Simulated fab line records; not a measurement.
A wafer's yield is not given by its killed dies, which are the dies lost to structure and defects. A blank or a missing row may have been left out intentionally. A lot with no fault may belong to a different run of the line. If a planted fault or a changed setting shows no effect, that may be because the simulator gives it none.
fab line records	flow rit-cmos
[record] lots = 6	wafers = 18	last-day = 7
route steps=202 shown PRETRO@69 GATE@75 FOX2@80 M1@202
lots that met no fault: taken from a fault-free run of the same line
start-h: hours from the record's opening day to when the first of the lot's shown wafers began	wait-h: hours from the lot's prior step to this one	" identical to the entry in the row above	L1.1+2: a single row standing in for several wafers	- no value present, or no start provided	* or withheld: withheld	< > ~ a bound
route shown NAME@n: names a module that has steps shown in the file, with the first one's number in the route	usual: mean/standard deviation taken from wafers without a fault	same: alike in all rows	chamber/n: place in a boat	sites: the reading at each site	_std_site: the standard deviation of these	_edge_site: mean of outer sites minus mean of inner sites	radius-mm: how far each site lies from the wafer's centre	mask NAME#n: copy n	behind: tool/chamber where the wafer was last shaped	hold: the reason the lot was held/the length of the hold in hours/how it ended	device: the transistor (n, p or np) that didn't switch	end of line: tests of these same wafers at the route's end	a step with no rows: only its recipe	killed: dies lost to structure and defects at the first sort, not the wafer's yield	map: a wafer's dies, x killed, . not, _ none there
set.NAME: the setting as run; set.NAME@STEP: as run at that earlier step	model.NAME: the simulator's own value behind a step, which no gauge read
lots at some steps of the route; a table a step, a row a wafer
services: the hour from which a tool's chamber was out of use, counted from the record's first day as start-h (under 0 if before that day), plus the number of hours and why
[[steps]]
[step RIT_PRETRO_DEVELOP_05]
[recipe] resist = NOVOLAK	develop-time-s = 68	dev-temp-c = 23
[step RIT_PRETRO_OVL_MEAS_06]
[usual] PRETRO_OVL = 1.2/1.2
lot.wafer	tool	chamber	start-h	wait-h	PRETRO_OVL[nm]
L870.1	overlay-02	-	37.81	-	3.2
L870.2	"	-	"	"	2.2
L870.6	"	-	"	"	3.1
L875.1	overlay-01	-	62.92	-	1.4
L875.4	"	-	"	"	1.3
L875.5	"	-	"	"	1.0
L883.1	overlay-02	-	104.43	-	0.4
L883.2	"	-	"	"	-0.7
L883.3	"	-	"	"	0.8
L884.2	overlay-01	-	107.37	-	1.5
L884.3	"	-	"	"	1.3
L884.4	"	-	"	"	-0.4
L888.1	overlay-01	-	127.61	-	0.5
L888.5	"	-	"	"	1.6
L888.6	"	-	"	"	1.4
L889.1	overlay-02	-	133.12	-	2.3
L889.3	"	-	"	"	1.4
L889.6	"	-	"	"	2.6
[step RIT_PRETRO_HARDBAKE_07]
[recipe] resist = NOVOLAK	temp-c = 140	time-s = 120
[step RIT_PRETRO_IMPLANT_08]
[recipe] species = B	energy-kev = 45	dose-cm2 = 1.2e+13	tilt-deg = 7
[step RIT_PRETRO_STRIP_09]
[recipe] chemistry = O2	time-s = 180	resist = NOVOLAK	platen-temp-c = withheld	power-w = 500	pressure-mtorr = 4000	o2-flow-sccm = 4000
[usual] drypump-motor-current-A = 5.8/0.55
lot.wafer	tool	chamber	start-h	wait-h	drypump-motor-current-A	rf-hours-counter-h
L870.1	plasma-asher-04	0	38.34	0.1	6.3	25
L870.2	"	1	"	"	5.9	25
L870.6	"	0	"	"	6.3	-
L875.1	plasma-asher-01	0	63.52	0.1	4.9	42
L875.4	"	1	"	"	6.5	-
L875.5	"	1	"	"	6.4	-
L883.1	plasma-asher-04	1	104.87	0.1	5.9	33
L883.2	"	0	"	"	6.3	33
L883.3	"	1	"	"	5.9	-
L884.2	plasma-asher-01	0	107.80	0.1	4.9	46
L884.3	"	0	"	"	4.9	-
L884.4	"	1	"	"	6.4	-
L888.1	plasma-asher-01	0	128.05	0.1	4.9	49
L888.5	"	0	"	"	4.9	-
L888.6	"	1	"	"	6.3	-
L889.1	plasma-asher-03	0	133.56	0.1	5.6	48
L889.3	"	0	"	"	5.6	-
L889.6	"	1	"	"	5.7	-
[step RIT_PRETRO_TW_MEAS_10]
[usual] PRETRO_TW = 473.9/2.2
lot.wafer	tool	chamber	start-h	wait-h	PRETRO_TW
L870.1	film-metro-03	-	38.52	0.1	474.4
L870.2	"	-	"	"	475.6
L870.6	"	-	"	"	473.8
L875.1	film-metro-02	-	63.69	0.1	476.0
L875.4	"	-	"	"	474.4
L875.5	"	-	"	"	473.4
L883.1	film-metro-01	-	105.04	0.1	472.8
L883.2	"	-	"	"	469.3
L883.3	"	-	"	"	471.7
L884.2	film-metro-01	-	107.98	0.1	472.2
L884.3	"	-	"	"	472.0
L884.4	"	-	"	"	472.5
L888.1	film-metro-03	-	128.22	0.1	475.4
L888.5	"	-	"	"	474.5
L888.6	"	-	"	"	476.4
L889.1	film-metro-01	-	133.74	0.1	475.1
L889.3	"	-	"	"	474.6
L889.6	"	-	"	"	473.8
[step RIT_GATE_WET_ETCH_00]
[recipe] chemistry = BOE	target = SiO2	target-depth-nm = 56	time-s = 60	dry = n2-spin	dilution = 10:1	temp-c = 21.5
[step RIT_GATE_CLEAN_01]
[recipe] chemistry = SC1	mix = 3:3:50	time-s = 600	temp-c = 75
[step RIT_GATE_CLEAN_02]
[recipe] chemistry = dHF	dilution = 50:1	time-s = 30
[step RIT_GATE_CLEAN_03]
[recipe] chemistry = SC2	mix = 3:3:50	time-s = 600	temp-c = 75	dry = n2-spin
[step RIT_GATE_CLEAN_04]
[recipe] chemistry = dHF	dilution = 50:1	time-s = 60	dry = n2-spin
[step RIT_FOX2_THK_MEAS_91]
[recipe] reads = SiO2_of_FOX2_OXIDATION_00
[usual] FIELD_OXIDE_LEFT_2_THK = 254/7
lot.wafer	tool	chamber	start-h	wait-h	FIELD_OXIDE_LEFT_2_THK[nm]
L870.1	film-metro-04	-	39.03	0.0	257
L870.2	"	-	"	"	247
L870.6	"	-	"	"	248
L875.1	film-metro-01	-	64.24	0.0	255
L875.4	"	-	"	"	246
L875.5	"	-	"	"	261
L883.1	film-metro-02	-	105.52	0.0	244
L883.2	"	-	"	"	243
L883.3	"	-	"	"	239
L884.2	film-metro-04	-	108.46	0.0	261
L884.3	"	-	"	"	257
L884.4	"	-	"	"	259
L888.1	film-metro-04	-	128.72	0.0	245
L888.5	"	-	"	"	244
L888.6	"	-	"	"	240
L889.1	film-metro-04	-	134.24	0.0	250
L889.3	"	-	"	"	256
L889.6	"	-	"	"	257
[step RIT_GATE_OXIDATION_05]
[recipe] temp-c = 900	ambient = O2	target-thk-a = 30	ox-time-s = 274.8
[usual] spike-tc-centre-C = 901.7/1.2	spike-tc-load-C = 924.5/2.5	spike-tc-source-C = 920/4.1	tube-center-temp-C = 899.99/0.08	tube_center_temp_C_max = 902.3/0.37	zone-power-load-pct = 27/3.5	zone-power-source-pct = 24.5/1.3
lot.wafer	tool	chamber	start-h	wait-h	spike-tc-centre-C	spike-tc-load-C	spike-tc-source-C	tube-center-temp-C	tube_center_temp_C_max	zone-power-load-pct	zone-power-source-pct	model.SiO2_of_GATE_OXIDATION_05.thk-nm
L870.1	furnace-04	0	39.39	0.4	902.3	925.8	926	899.96	902.5	22	23.1	2.951
L870.2	"	0	"	"	903.2	926.7	924	900.07	902.1	22	23.1	2.95
L870.6	"	0	"	"	901.0	924.1	926	899.97	902.9	22	22.9	2.895
L875.1	furnace-03	0	67.61	3.4	899.9	922.8	916	899.99	902.5	30	24.4	3.175
L875.4	"	0	"	"	900.2	923.3	914	899.94	902.5	30	24.1	3.136
L875.5	"	0	"	"	900.8	922.5	914	899.96	902.4	29	23.9	3.16
L883.1	furnace-04	0	108.18	2.7	923.1	945.3	945	919.99	921.8	23	24.4	3.753
L883.2	"	0	"	"	922.9	943.5	945	919.85	922.5	23	24.3	3.821
L883.3	"	0	"	"	922.0	945.4	946	919.94	922.7	23	24.2	3.756
L884.2	furnace-04	0	109.26	0.8	923.4	943.4	945	919.97	922.7	23	25.0	3.87
L884.3	"	0	"	"	922.6	945.3	947	920.16	922.4	23	24.5	3.861
L884.4	"	0	"	"	921.7	944.0	945	919.99	922.2	23	24.3	3.845
L888.1	furnace-03	0	129.25	0.5	900.6	922.8	916	900.06	902.5	30	24.3	3.027
L888.5	"	0	"	"	901.1	921.3	915	899.92	902.2	30	24.1	2.986
L888.6	"	0	"	"	903.2	922.3	915	899.94	902.6	29	24.4	3.029
L889.1	furnace-03	0	134.30	0.1	903.5	921.1	917	899.83	902.3	29	24.2	3.023
L889.3	"	0	"	"	900.4	922.9	915	899.9	902.0	30	23.9	2.983
L889.6	"	0	"	"	900.9	922.9	917	900.12	902.6	29	24.1	2.954
[step RIT_GATE_ANNEAL_06]
[recipe] temp-c = 900	time-s = 600	ambient = N2O
[step RIT_GATE_THK_MEAS_07]
[recipe] reads = SiO2_of_GATE_OXIDATION_05
[usual] GATE_OXIDE_THK = 3.06/0.079
lot.wafer	tool	chamber	start-h	wait-h	GATE_OXIDE_THK[nm]
L870.1	film-metro-02	-	42.05	0.0	2.96
L870.2	"	-	"	"	2.98
L870.6	"	-	"	"	2.90
L875.1	film-metro-04	-	70.81	0.0	3.17
L875.4	"	-	"	"	3.19
L875.5	"	-	"	"	3.17
L883.1	film-metro-04	-	110.57	0.0	3.78
L883.2	"	-	"	"	3.82
L883.3	"	-	"	"	3.77
L884.2	film-metro-02	-	110.83	0.0	3.96
L884.3	"	-	"	"	3.84
L884.4	"	-	"	"	3.78
L888.1	film-metro-01	-	131.58	0.0	3.05
L888.5	"	-	"	"	3.03
L888.6	"	-	"	"	3.08
L889.1	film-metro-01	-	135.63	0.0	3.06
L889.3	"	-	"	"	2.98
L889.6	"	-	"	"	2.96
[step RIT_GATE_CVD_08]
[recipe] material = poly-Si	target-thk-nm = 250	temp-c = 610	precursor = SiH4	time-s = 2220	pressure-mtorr = 312.2	sih4-flow-sccm = 100
[step RIT_M1_PROBE_99]
[usual] killed-at-contacts = 0.1/0.28	killed-at-front-end = 7.0/2.9	killed-dies = 7.0/2.9	killed-open = 3.4/2.1	killed-short = 3.6/1.7
[same] gross-dies = 264	killed_at_M0_to_M3 = 0	killed_at_M4_up = 0	killed-at-back-side = 0	killed-at-other = 0
lot.wafer	tool	chamber	start-h	wait-h	killed-at-contacts	killed-at-front-end	killed-dies	killed-open	killed-short	model.etest.pmos_0p3.r-on-ohm-um	model.etest.pmos-turned.r-on-ohm-um	model.etest.pmos_0p15.r-on-ohm-um	model.etest.nmos_0p3.r-on-ohm-um	model.etest.nmos_0p15.r-on-ohm-um	model.etest.nmos_0p15.drive-ua-um	model.etest.nmos-narrow.drive-ua-um	model.etest.nmos_0p3.drive-ua-um
L870.1	prober-01	-	65.42	0.1	0	3	3	1	2	6494	3734	2946	2163	1172	474	231.9	232.3
L870.2	prober-01	-	65.47	0.1	0	10	10	5	5	6384	3647	2898	2136	1136	474.8	231.7	232
L870.6	prober-01	-	65.67	0.2	0	3	3	1	2	6197	3533	2791	2106	1114	482.7	236	238.1
L875.1	prober-01	-	94.54	0.1	0	5	5	2	3	6679	3543	2849	2276	1199	447.6	212.4	214.5
L875.4	prober-01	-	94.69	0.2	0	8	8	4	4	6548	3536	2838	2252	1199	453.9	220.2	217.1
L875.5	prober-01	-	94.74	0.2	0	3	3	1	2	6573	3528	2833	2248	1167	452.9	214	215.6
L883.1	prober-01	-	133.96	0.1	0	6	6	2	4	7710	4010	3226	2517	1210	388.8	167.6	166.8
L883.2	prober-01	-	134.01	0.1	0	9	9	3	6	8088	4186	3361	2588	1242	380.4	160.4	162.2
L883.3	prober-01	-	134.06	0.2	1	5	6	3	3	7522	3859	3101	2470	1170	400.7	168.3	169
L884.2	prober-02	-	135.51	0.1	0	12	12	5	7	7913	4137	3298	2558	1261	374.1	163.5	164.4
L884.3	prober-02	-	135.56	0.2	0	11	11	7	4	7849	4134	3255	2527	1227	382.3	161.6	165
L884.4	prober-02	-	135.61	0.2	0	10	10	7	3	7860	4107	3253	2527	1230	381.3	165.2	164.8
L888.1	prober-01	-	155.54	0.1	0	6	6	3	3	6228	3486	2799	2193	1162	443.8	225.3	222.2
L888.5	prober-01	-	155.74	0.2	0	7	7	3	4	6163	3479	2767	2168	1182	447	229.3	226.4
L888.6	prober-01	-	155.79	0.2	0	4	4	1	3	6231	3407	2755	2188	1176	452	226.4	222.2
L889.1	prober-01	-	162.16	0.1	0	6	6	3	3	6353	3447	2781	2172	1145	489.1	230.6	229.3
L889.3	prober-01	-	162.26	0.2	0	7	7	3	4	6288	3462	2777	2146	1135	477	232.2	229.3
L889.6	prober-01	-	162.41	0.2	0	5	5	2	3	6258	3458	2779	2137	1150	482.2	233	234.3
// killed by level:class
L870.1 GATE:geometric-particle:short=1 REOX:geometric-particle:short=1 SPACER:geometric-particle:open=1
L870.2 GATE:geometric-particle:short=4 GATE:geometric-particle:open=2 FOX1:geometric-particle:open=1 REOX:geometric-particle:short=1 REOX:geometric-particle:open=1 SILICIDE:geometric-particle:open=1
L870.6 GATE:geometric-particle:short=2 SPACER:geometric-particle:open=1
L875.1 REOX:geometric-particle:short=2 FOX1:geometric-particle:open=1 GATE:geometric-particle:short=1 REOX:geometric-particle:open=1
L875.4 GATE:geometric-particle:short=4 GATE:geometric-particle:open=2 FOX1:geometric-particle:open=1 REOX:geometric-particle:open=1
L875.5 GATE:geometric-particle:short=1 GATE:geometric-particle:open=1 SPACER:geometric-particle:short=1
L883.1 SILICIDE:geometric-particle:short=2 FOX2:geometric-particle:short=1 GATE:geometric-particle:short=1 SPACER:geometric-particle:open=1 SILICIDE:geometric-particle:open=1
L883.2 GATE:geometric-particle:short=2 SPACER:geometric-particle:open=2 SPACER:geometric-particle:short=2 SILICIDE:geometric-particle:short=2 SILICIDE:geometric-particle:open=1
L883.3 GATE:geometric-particle:open=2 SPACER:geometric-particle:short=2 SILICIDE:geometric-particle:short=1 CONTACT:geometric-particle:open=1
L884.2 SILICIDE:geometric-particle:short=4 FOX1:geometric-particle:short=2 GATE:geometric-particle:open=2 SILICIDE:geometric-particle:open=2 FOX1:geometric-particle:open=1 REOX:geometric-particle:short=1
L884.3 FOX1:geometric-particle:open=3 SILICIDE:geometric-particle:open=3 FOX2:geometric-particle:short=2 FOX1:geometric-particle:short=1 FOX2:geometric-particle:open=1 GATE:geometric-particle:short=1
L884.4 GATE:geometric-particle:open=4 GATE:geometric-particle:short=2 FOX2:geometric-particle:open=1 REOX:geometric-particle:open=1 SPACER:geometric-particle:short=1 SILICIDE:geometric-particle:open=1
L888.1 GATE:geometric-particle:open=2 GATE:geometric-particle:short=2 SPACER:geometric-particle:short=1 SILICIDE:geometric-particle:open=1
L888.5 GATE:geometric-particle:open=3 FOX1:geometric-particle:short=1 FOX2:geometric-particle:short=1 SPACER:geometric-particle:short=1 SILICIDE:geometric-particle:short=1
L888.6 GATE:geometric-particle:short=2 FOX2:geometric-particle:open=1 SPACER:geometric-particle:short=1
L889.1 REOX:geometric-particle:open=3 GATE:geometric-particle:short=2 REOX:geometric-particle:short=1
L889.3 REOX:geometric-particle:open=2 FOX1:geometric-particle:short=1 GATE:geometric-particle:open=1 GATE:geometric-particle:short=1 REOX:geometric-particle:short=1 SPACER:geometric-particle:short=1
L889.6 GATE:geometric-particle:open=2 GATE:geometric-particle:short=2 REOX:geometric-particle:short=1
[[services]]
tool	chamber	start-h	hours	kind
furnace-04	-	63.01	7.1	pm
furnace-03	-	104.57	4.4	pm
[[key]]
[first-sign] step = RIT_GATE_OXIDATION_05	reading = tube-center-temp-C	direction = up	sigmas = 99+	usual = *	struck = *
[effect] step = RIT_GATE_OXIDATION_05	reading = tube_center_temp_C_max	direction = up	sigmas = 54	usual = *	struck = *
[effect] step = RIT_GATE_THK_MEAS_07	reading = GATE_OXIDE_THK	direction = up	sigmas = 9.8	usual = 3.06	struck = 3.83
[model-effect] step = RIT_GATE_OXIDATION_05	value = SiO2_of_GATE_OXIDATION_05.thk-nm	without = 3.008	struck = 3.818
[model-effect] step = RIT_M1_PROBE_99	value = etest.pmos_0p3.r-on-ohm-um	without = 6332	struck = 7824
met-at RIT_GATE_OXIDATION_05
struck-wafers L883.1,L883.2,L883.3,L884.2,L884.3,L884.4
tester-left-out L883,L884
onset-between 39.39 108.18
[fault] kind = process-parameter-drift	tool = furnace-04	chamber = -	onset-h = 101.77	steps = RIT_GATE_OXIDATION_05	channel = temp-c	offset = *	shape = step	end-h = 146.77	acts-in = *	stated = *
// tester-left-out: of these lots the tester's yield and bins aren't shown, on N5 and GAA mostly nor the transistor test; their killed dies are dies lost to structure and defects alone, not to doping, threshold or leakage, so they don't give the yield
